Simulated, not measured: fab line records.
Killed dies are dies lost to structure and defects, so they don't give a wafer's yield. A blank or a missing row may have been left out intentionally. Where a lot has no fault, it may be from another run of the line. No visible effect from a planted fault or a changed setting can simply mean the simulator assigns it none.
Which tool is to blame? + flow rit_cmos + 42 wafers from 14 lots sampled at 5 of the route's 202 steps

## WHAT EACH GAUGE READ, for each wafer
RIT_GATE_THK_MEAS_07. Usual: GATE_OXIDE_THK typically reads 2.99 nm, with standard deviation 0.064.
| lot  | measured    | on            | GATE_OXIDE_THK (nm) | flag |
|------|-------------|---------------|---------------------|------|
| L852 | day 2 11:13 | film_metro-03 | 2.90 2.80 2.90      |      |
| L853 | day 2 15:19 | film_metro-02 | 3.03 2.93 3.03      |      |
| L854 | day 2 22:02 | film_metro-02 | 2.99 2.99 2.98      |      |
| L855 | day 3 02:36 | film_metro-03 | 2.92 3.00 2.94      |      |
| L856 | day 3 06:58 | film_metro-03 | 3.04 3.03 3.03      |      |
| L858 | day 3 17:46 | film_metro-04 | 3.05 3.07 2.94      |      |
| L861 | day 4 06:32 | film_metro-04 | 3.00 2.95 3.02      |      |
| L862 | day 4 11:37 | film_metro-02 | 2.99 2.98 3.01      |      |
| L863 | day 4 17:32 | film_metro-02 | 2.87 2.83 2.91      |      |
| L864 | day 4 22:44 | film_metro-02 | 3.04 3.06 3.07      |      |
| L866 | day 5 07:24 | film_metro-02 | 3.00 3.03 2.95      |      |
| L871 | day 6 08:24 | film_metro-02 | 3.01 3.07 3.10      |      |
| L874 | day 7 00:52 | film_metro-04 | 2.91 2.97 2.97      |      |
| L875 | day 7 06:46 | film_metro-04 | 2.95 2.99 2.98      |      |

RIT_NSD_OVL_MEAS_06. Usual: NSD_OVL typically reads -0.6 nm, with standard deviation 1.1.
| lot  | measured    | on         | NSD_OVL (nm)   | flag |
|------|-------------|------------|----------------|------|
| L852 | day 3 00:07 | overlay-02 | -1.2 -2.2 -0.6 |      |
| L853 | day 3 04:25 | overlay-02 | -0.6 -1.1 -0.9 |      |
| L854 | day 3 10:58 | overlay-02 | 1.3 0.2 0.0    |      |
| L855 | day 3 15:13 | overlay-01 | -0.2 -0.6 -0.5 |      |
| L856 | day 3 19:41 | overlay-02 | 0.5 -0.8 -0.3  |      |
| L858 | day 4 07:37 | overlay-01 | -1.0 -1.6 -2.3 |      |
| L861 | day 4 19:29 | overlay-01 | -1.0 -0.6 0.4  |      |
| L862 | day 5 00:59 | overlay-01 | -2.0 -1.8 -2.8 |      |
| L863 | day 5 07:59 | overlay-01 | -0.9 -0.7 -1.3 |      |
| L864 | day 5 11:37 | overlay-02 | -0.6 -1.3 -1.4 |      |
| L866 | day 5 21:20 | overlay-02 | -0.3 0.1 0.2   |      |
| L871 | day 6 23:22 | overlay-01 | -1.3 -1.2 -0.8 |      |
| L874 | day 7 13:35 | overlay-01 | -0.7 0.0 -1.6  |      |
| L875 | day 7 20:30 | overlay-01 | 0.4 0.9 -1.0   |      |

RIT_M1_CD_MEAS_90 targets a cd of 2600 nm. Usual: cd_nm at 2600 nm, with a standard deviation of 3.2.
| lot  | measured    | on        | cd_nm (nm)     | flag |
|------|-------------|-----------|----------------|------|
| L852 | day 3 08:34 | cd_sem-01 | 2602 2599 2600 |      |
| L853 | day 3 12:40 | cd_sem-01 | 2596 2597 2597 |      |
| L854 | day 3 19:13 | cd_sem-01 | 2603 2598 2597 |      |
| L855 | day 3 23:32 | cd_sem-01 | 2598 2593 2593 |      |
| L856 | day 4 03:44 | cd_sem-01 | 2602 2602 2595 |      |
| L858 | day 4 15:43 | cd_sem-01 | 2601 2597 2599 |      |
| L861 | day 5 03:46 | cd_sem-01 | 2603 2598 2597 |      |
| L862 | day 5 09:17 | cd_sem-01 | 2598 2603 2597 |      |
| L863 | day 5 16:37 | cd_sem-02 | 2599 2601 2597 |      |
| L864 | day 5 19:43 | cd_sem-02 | 2599 2597 2599 |      |
| L866 | day 6 05:32 | cd_sem-01 | 2600 2597 2595 |      |
| L871 | day 7 07:35 | cd_sem-02 | 2609 2598 2598 |      |
| L874 | day 7 22:13 | cd_sem-01 | 2609 2601 2597 |      |
| L875 | day 8 04:59 | cd_sem-02 | 2603 2604 2604 |      |

RIT_M1_BOW_MEAS_16. Usual: M1_BOW typically reads 16 um, with standard deviation 7.3.
| lot  | measured    | on            | M1_BOW (um) | flag |
|------|-------------|---------------|-------------|------|
| L852 | day 3 10:21 | film_metro-01 | 12 17 12    |      |
| L853 | day 3 14:41 | film_metro-01 | 16 13 12    |      |
| L854 | day 3 20:50 | film_metro-01 | 26 27 28    |      |
| L855 | day 4 01:10 | film_metro-03 | 6 12 17     |      |
| L856 | day 4 06:35 | film_metro-03 | 7 20 13     |      |
| L858 | day 4 17:59 | film_metro-03 | 11 9 19     |      |
| L861 | day 5 05:23 | film_metro-04 | -2 18 20    |      |
| L862 | day 5 10:54 | film_metro-03 | 10 10 5     |      |
| L863 | day 5 18:55 | film_metro-04 | 10 7 16     |      |
| L864 | day 5 21:20 | film_metro-03 | 18 26 20    |      |
| L866 | day 6 07:10 | film_metro-01 | 29 5 22     |      |
| L871 | day 7 09:13 | film_metro-03 | 11 15 18    |      |
| L874 | day 8 00:35 | film_metro-04 | 13 11 20    |      |
| L875 | day 8 06:58 | film_metro-01 | 7 10 24     |      |

## EACH LOT AND THE TOOL THAT RAN IT (in order: tool; ch and the chambers of the sampled wafers; start)
| lot  | RIT_M1_METAL_ETCH_12             |
|------|----------------------------------|
| L852 | rie_metal-03 ch 0,1, day 3 08:01 |
| L853 | rie_metal-01 ch 0,1, day 3 12:09 |
| L854 | rie_metal-02 ch 0,1, day 3 18:43 |
| L855 | rie_metal-03 ch 0,1, day 3 23:02 |
| L856 | rie_metal-01 ch 0,1, day 4 03:13 |
| L858 | rie_metal-03 ch 0,1, day 4 15:12 |
| L861 | rie_metal-03 ch 0,1, day 5 03:05 |
| L862 | rie_metal-01 ch 0,1, day 5 08:35 |
| L863 | rie_metal-02 ch 0,1, day 5 15:53 |
| L864 | rie_metal-03 ch 1, day 5 19:11   |
| L866 | rie_metal-02 ch 0,1, day 6 05:02 |
| L871 | rie_metal-01 ch 0,1, day 7 07:05 |
| L874 | rie_metal-01 ch 0,1, day 7 21:43 |
| L875 | rie_metal-02 ch 0,1, day 8 04:28 |
- RIT_M1_METAL_ETCH_12: etches Al in Cl2/BCl3, stops on SiO2, time 165 s, target depth 600 nm.

## AS READ BY THE TOOLS THEMSELVES (means over the sampled wafers that have a number; for cases with no such wafer, the mark the record gives instead)
RIT_M1_METAL_ETCH_12. Usual: chamber_pressure_mTorr 100.02 mTorr, standard deviation 0.088; drypump_motor_current_A 5.7 A, standard deviation 0.39; oes_product_au 0.780 a.u., standard deviation 0.017; throttle_valve_pct 8.19 %, standard deviation 0.089.
| lot  | tool         | chamber_pressure_mTorr (mTorr) | drypump_motor_current_A (A) | oes_product_au (a.u.) | throttle_valve_pct (%) | flag |
|------|--------------|--------------------------------|-----------------------------|-----------------------|------------------------|------|
| L852 | rie_metal-03 | 99.98                          | 5.4                         | 0.791                 | 8.10                   |      |
| L853 | rie_metal-01 | 100.01                         | 5.7                         | 0.774                 | 8.21                   |      |
| L854 | rie_metal-02 | 100.07                         | 5.8                         | 0.772                 | 8.24                   |      |
| L855 | rie_metal-03 | 100.06                         | 5.6                         | 0.799                 | 8.12                   |      |
| L856 | rie_metal-01 | 100.07                         | 5.8                         | 0.772                 | 8.27                   |      |
| L858 | rie_metal-03 | 99.90                          | 5.7                         | 0.794                 | 8.12                   |      |
| L861 | rie_metal-03 | 99.93                          | 5.6                         | 0.799                 | 8.11                   |      |
| L862 | rie_metal-01 | 100.10                         | 5.7                         | 0.769                 | 8.20                   |      |
| L863 | rie_metal-02 | 99.99                          | 5.9                         | 0.765                 | 8.24                   |      |
| L864 | rie_metal-03 | 100.06                         | 5.1                         | 0.788                 | 8.06                   |      |
| L866 | rie_metal-02 | 100.02                         | 6.0                         | 0.764                 | 8.25                   |      |
| L871 | rie_metal-01 | 99.99                          | 5.7                         | 0.764                 | 8.20                   |      |
| L874 | rie_metal-01 | 100.00                         | 5.7                         | 0.762                 | 8.21                   |      |
| L875 | rie_metal-02 | 99.99                          | 6.1                         | 0.770                 | 8.25                   |      |

## THE ANSWER, worked out from the rows above alone
Rule: a lot is off if the mean of its wafers that have a number lies more than 3 standard deviations from the usual mean. Also off: a lot with no number at a reading for which 4 or more lots have one. Any other lot the step has rows for is counted as sound. First the gauges in route order, then the tools' own readings, where a lot's mean is used as printed above. The first step at which some lot is off is used, and at that step the reading that is off furthest; a lot without a number counts as furthest.
No lot is off on any of the readings shown, so nothing can be concluded from this.

## WHAT THE SIMULATOR PUT IN
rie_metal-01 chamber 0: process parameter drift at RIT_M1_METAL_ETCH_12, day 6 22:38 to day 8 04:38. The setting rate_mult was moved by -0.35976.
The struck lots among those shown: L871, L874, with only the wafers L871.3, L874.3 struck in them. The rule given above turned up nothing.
